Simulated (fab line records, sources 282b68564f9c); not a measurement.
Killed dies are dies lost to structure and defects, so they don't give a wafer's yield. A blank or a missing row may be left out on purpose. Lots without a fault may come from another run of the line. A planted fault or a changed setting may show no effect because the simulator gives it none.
Tool commonality check | flow rit_cmos | 13 lots, 39 wafers sampled

WHY IT WAS OPENED
At RIT_GATE_THK_MEAS_09 the reading GATE_POLY_THK is flagged on 1 of 13 lots. Wafers without a fault read 249.0 nm, standard deviation 2.1.
Rule: a lot is flagged when every wafer of it that has a number lies more than 4 standard deviations from that mean, or none has a number. The other lots count as sound.

lot  | measured    | on            | GATE_POLY_THK (nm), wafer by wafer | flag
L327 | day 2 12:31 | film_metro-02 | 254.3 251.6 251.2                  |
L328 | day 2 18:12 | film_metro-01 | 249.6 248.1 250.6                  |
L331 | day 3 08:38 | film_metro-02 | 250.6 249.1 247.6                  |
L332 | day 3 12:52 | film_metro-01 | 250.6 251.4 250.6                  |
L333 | day 3 17:34 | film_metro-03 | 248.9 250.2 250.3                  |
L334 | day 3 23:40 | film_metro-03 | 251.3 250.0 250.5                  |
L336 | day 4 09:34 | film_metro-02 | 247.7 247.3 249.6                  |
L337 | day 4 13:35 | film_metro-01 | 247.5 249.2 248.3                  |
L340 | day 5 05:23 | film_metro-02 | 246.9 248.7 246.9                  |
L341 | day 5 10:13 | film_metro-03 | 270.4 268.3 269.4                  | FLAGGED
L343 | day 5 19:05 | film_metro-02 | 249.4 249.7 249.5                  |
L349 | day 7 01:34 | film_metro-03 | 247.8 248.0 251.3                  |
L350 | day 7 07:49 | film_metro-01 | 246.0 245.1 247.8                  |
The numbers of the flagged lots are 269.4 nm on average: +20.4 nm against the usual, or +10 standard deviations.

WHICH TOOL RAN EACH LOT
The record holds 1 process step before the reading, out of a route of 202 steps. In each cell: the tool, then ch and the chambers that the sampled wafers went through, then the start.
lot  | flag    | RIT_GATE_CVD_08
L327 |         | lpcvd-02 ch 1, day 2 10:53
L328 |         | lpcvd-01 ch 0, day 2 15:45
L331 |         | lpcvd-02 ch 0, day 3 07:01
L332 |         | lpcvd-02 ch 0, day 3 11:15
L333 |         | lpcvd-01 ch 0, day 3 15:57
L334 |         | lpcvd-02 ch 1, day 3 21:13
L336 |         | lpcvd-01 ch 1, day 4 07:58
L337 |         | lpcvd-02 ch 0, day 4 11:59
L340 |         | lpcvd-02 ch 1, day 5 03:45
L341 | FLAGGED | lpcvd-02 ch 0, day 5 08:36
L343 |         | lpcvd-01 ch 1, day 5 17:26
L349 |         | lpcvd-01 ch 1, day 6 23:56
L350 |         | lpcvd-01 ch 1, day 7 06:11
What these steps do:
- RIT_GATE_CVD_08: deposits poly-Si from SiH4, target thk 250 nm, time 2220 s.
- RIT_GATE_THK_MEAS_09

FLAGGED OVER TOTAL, TOOL BY TOOL (the gauges that took the reading come last)
step                 | tool          | lots run | flagged | share of the flagged lots | sound lots run after its first flagged lot
RIT_GATE_CVD_08      | lpcvd-01      | 6        | 0       | none                      | -
RIT_GATE_CVD_08      | lpcvd-02      | 7        | 1       | all                       | 0
RIT_GATE_THK_MEAS_09 | film_metro-01 | 4        | 0       | none                      | -
RIT_GATE_THK_MEAS_09 | film_metro-02 | 5        | 0       | none                      | -
RIT_GATE_THK_MEAS_09 | film_metro-03 | 4        | 1       | all                       | 1 (L349)

WHAT THE TABLE ALLOWS
2 rows of the table ran every flagged lot: lpcvd-02 at RIT_GATE_CVD_08, film_metro-03 at RIT_GATE_THK_MEAS_09.
- lpcvd-02 at RIT_GATE_CVD_08: 1 of its 7 lots flagged. Its last sound lot is L340 (day 5 03:45), its first flagged lot L341 (day 5 08:36): a fault that began between those two fits. Its own readings lie more than 4 standard deviations out on every wafer of the flagged lots: pressure_mtorr.
- film_metro-03 at RIT_GATE_THK_MEAS_09: 1 of its 4 lots flagged. Sound lots ran on it after the first flagged one (L349), which a lasting fault on the whole tool wouldn't allow.
One tool is left: lpcvd-02 at RIT_GATE_CVD_08.

WHAT THE SIMULATOR HAD PUT IN
Process parameter drift: lpcvd-02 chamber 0, from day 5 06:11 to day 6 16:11, at RIT_GATE_CVD_08. Setting pressure_mtorr, moved by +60, from 300. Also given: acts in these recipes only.
Lots struck among those shown: L341. The rule above found the same.
